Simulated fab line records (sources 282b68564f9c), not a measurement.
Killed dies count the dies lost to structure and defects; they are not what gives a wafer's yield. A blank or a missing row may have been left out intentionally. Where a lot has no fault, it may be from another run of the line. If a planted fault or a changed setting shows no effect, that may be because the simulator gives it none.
One fault through the eyes of 2 desks :: flow rit_cmos :: each desk holds nothing but its own numbers, with what lay behind them at the end

## DESK OF THE TOOL OWNER: pecvd-03
The tool's own readings at RIT_CONTACT_CVD_00 (deposits SiO2 from TEOS, target thk 400 nm, time 61 s): means of the sampled wafers that have a number, for each lot that ran on this tool. Any lot whose mean is over 4 standard deviations away from the usual mean is out of limits and marked OUT; that distance is given in the brackets.
Columns: A = heater_power_w at RIT_CONTACT_CVD_00, usual 326 W
lot: L971
first seen here: day 3 04:04
A: 381

lot: L974
first seen here: day 4 02:52
A: 293

lot: L980
first seen here: day 5 15:45
A: 341

lot: L983
first seen here: day 6 01:44
A: 393

lot: L993
first seen here: day 19 10:59
A: 318
This desk's finding: nothing out of limits on any of the 5 lots.

## METROLOGY DESK
Means of the sampled wafers that have a number, per lot and without regard to the tool the lot ran on: this is what the gauges read. Any lot whose mean is over 4 standard deviations away from the usual mean is out of limits and marked OUT; that distance is given in the brackets.
Columns: A = CONTACT_TEOS_THK at RIT_CONTACT_THK_MEAS_01, usual 400 nm
lot: L971
first seen here: day 3 04:07
A: 396

lot: L972
first seen here: day 3 07:32
A: 397

lot: L973
first seen here: day 3 20:34
A: 405

lot: L974
first seen here: day 4 02:55
A: 396

lot: L975
first seen here: day 4 09:43
A: 400

lot: L980
first seen here: day 5 15:48
A: 349 (-9.2) OUT

lot: L983
first seen here: day 6 01:47
A: 345 (-10) OUT

lot: L986
first seen here: day 6 14:15
A: 401

lot: L988
first seen here: day 6 22:24
A: 397

lot: L989
first seen here: day 7 03:41
A: 401

lot: L991
first seen here: day 7 12:49
A: 403

lot: L992
first seen here: day 7 17:44
A: 405

lot: L993
first seen here: day 19 11:04
A: 400
This desk's result: L980, L983 out of limits, first on L980 (CONTACT_TEOS_THK at RIT_CONTACT_THK_MEAS_01), day 5 15:48. In limits: L971, L972, L973, L974, L975, L986, L988, L989, L991, L992, L993.

## BROUGHT TOGETHER
L980, L983 would have let the metrology desk raise an alarm at day 5 15:48.
The desk of the tool owner found nothing out of limits.
Tool owner's desk: L980, L983 on record, inside its limits.
The lots listed all ran RIT_CONTACT_CVD_00 on pecvd-03.

## WHAT HAD BEEN PUT IN BY THE SIMULATOR
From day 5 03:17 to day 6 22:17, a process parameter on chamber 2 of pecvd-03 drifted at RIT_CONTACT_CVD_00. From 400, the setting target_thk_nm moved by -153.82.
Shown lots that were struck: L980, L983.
Time in hours between the start of the fault and the first out-of-limits reading at each desk: metrology desk, 13.
